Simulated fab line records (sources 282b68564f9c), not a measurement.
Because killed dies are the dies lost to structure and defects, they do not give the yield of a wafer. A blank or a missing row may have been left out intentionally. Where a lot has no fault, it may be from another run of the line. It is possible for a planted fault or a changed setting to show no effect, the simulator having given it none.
Check for tools in common -- flow rit cmos -- 15 lots and 54 wafers in the sample

## REASON FOR OPENING
At RIT_ACTIVE_THK_MEAS_02 the reading ACTIVE_OXIDE_THK is flagged on 3 of 15 lots. Wafers without a fault read 47.1 nm, standard deviation 0.97.
Rule: a lot is flagged in two cases, either no wafer of it has a number, or all its wafers with numbers fall more than 4 standard deviations from that mean. The other lots count as sound.

lot,measured,on,"ACTIVE_OXIDE_THK (nm), wafer by wafer",flag
L460,day 1 12:04,film metro-01,45.7 45.3 45.9,
L461,day 1 17:05,film metro-04,45.8 46.3 45.9,
L463,day 2 03:04,film metro-02,48.8 47.6 47.6,
L464,day 2 08:03,film metro-02,48.4 48.2 48.1,
L466,day 2 18:03,film metro-04,47.9 48.4 48.3,
L467,day 2 23:04,film metro-01,47.8 47.5 47.8,
L468,day 3 04:04,film metro-04,45.9 46.9 47.4,
L471,day 3 19:04,film metro-02,47.2 46.8 47.4,
L472,day 4 00:04,film metro-01,47.5 47.7 47.5,
L474,day 4 11:02,film metro-01,53.8 53.5 53.9 53.8 53.4 54.0,FLAGGED
L475,day 4 15:04,film metro-02,47.2 48.0 48.0,
L476,day 4 20:04,film metro-01,55.5 55.1 55.9 55.5 55.1 55.9,FLAGGED
L478,day 5 06:04,film metro-04,53.9 53.8 53.2 53.9 53.8 53.2,FLAGGED
L481,day 5 21:04,film metro-02,46.2 46.8 46.9,
L482,day 6 02:03,film metro-01,46.0 46.6 46.0,
On average the flagged lots' numbers are 54.3 nm, which is +7.2 nm against the usual, or +7 standard deviations.

## LOT BY LOT: THE TOOL USED
The record holds 1 process step before the reading, out of a route of 202 steps. Every cell lists first the tool, next ch and the chambers used by the sampled wafers, and last the start.
lot,flag,RIT_ACTIVE_OXIDATION_01
L460,,"furnace-04 ch 0, day 1 10:07"
L461,,"furnace-04 ch 0, day 1 15:07"
L463,,"furnace-01 ch 0, day 2 01:07"
L464,,"furnace-02 ch 0, day 2 06:07"
L466,,"furnace-02 ch 0, day 2 16:07"
L467,,"furnace-01 ch 0, day 2 21:07"
L468,,"furnace-04 ch 0, day 3 02:07"
L471,,"furnace-04 ch 0, day 3 17:07"
L472,,"furnace-01 ch 0, day 3 22:07"
L474,FLAGGED,"furnace-01 ch 0, day 4 09:05"
L475,,"furnace-02 ch 0, day 4 13:07"
L476,FLAGGED,"furnace-01 ch 0, day 4 18:07"
L478,FLAGGED,"furnace-01 ch 0, day 5 04:07"
L481,,"furnace-04 ch 0, day 5 19:07"
L482,,"furnace-04 ch 0, day 6 00:07"
What these steps do:
- RIT_ACTIVE_OXIDATION_01: target thk 46.8 nm, ox time 3360 s.
- RIT_ACTIVE_THK_MEAS_02

## FLAGGED AGAINST TOTAL, ONE TOOL AT A TIME (gauges that did the reading follow at the end)
step,tool,lots run,flagged,share of the flagged lots,sound lots run after its first flagged lot
RIT_ACTIVE_OXIDATION_01,furnace-01,6,3,all,0
RIT_ACTIVE_OXIDATION_01,furnace-02,3,0,none,-
RIT_ACTIVE_OXIDATION_01,furnace-04,6,0,none,-
RIT_ACTIVE_THK_MEAS_02,film metro-01,6,2,some,1 (L482)
RIT_ACTIVE_THK_MEAS_02,film metro-02,5,0,none,-
RIT_ACTIVE_THK_MEAS_02,film metro-04,4,1,some,0

## THE TABLE: WHAT IT ALLOWS
In the table, 1 row covers all flagged lots: furnace-01 at RIT_ACTIVE_OXIDATION_01.
- furnace-01 at RIT_ACTIVE_OXIDATION_01: 3 of its 6 lots flagged. Last sound lot L472 at day 3 22:07, first flagged lot L474 at day 4 09:05; a fault beginning in between fits. Its own readings (spike tc centre C, spike tc load C, spike tc source C, tube center temp C, tube_center_temp_C_max) fall more than 4 standard deviations out on all wafers of the flagged lots.
furnace-01 at RIT_ACTIVE_OXIDATION_01 is the single tool remaining.

## WHAT WAS PUT IN BY THE SIMULATOR
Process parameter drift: furnace-01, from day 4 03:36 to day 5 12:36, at RIT_ACTIVE_OXIDATION_01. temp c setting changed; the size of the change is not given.
Struck lots among those shown: L474, L476, L478. The same result came from the rule above.
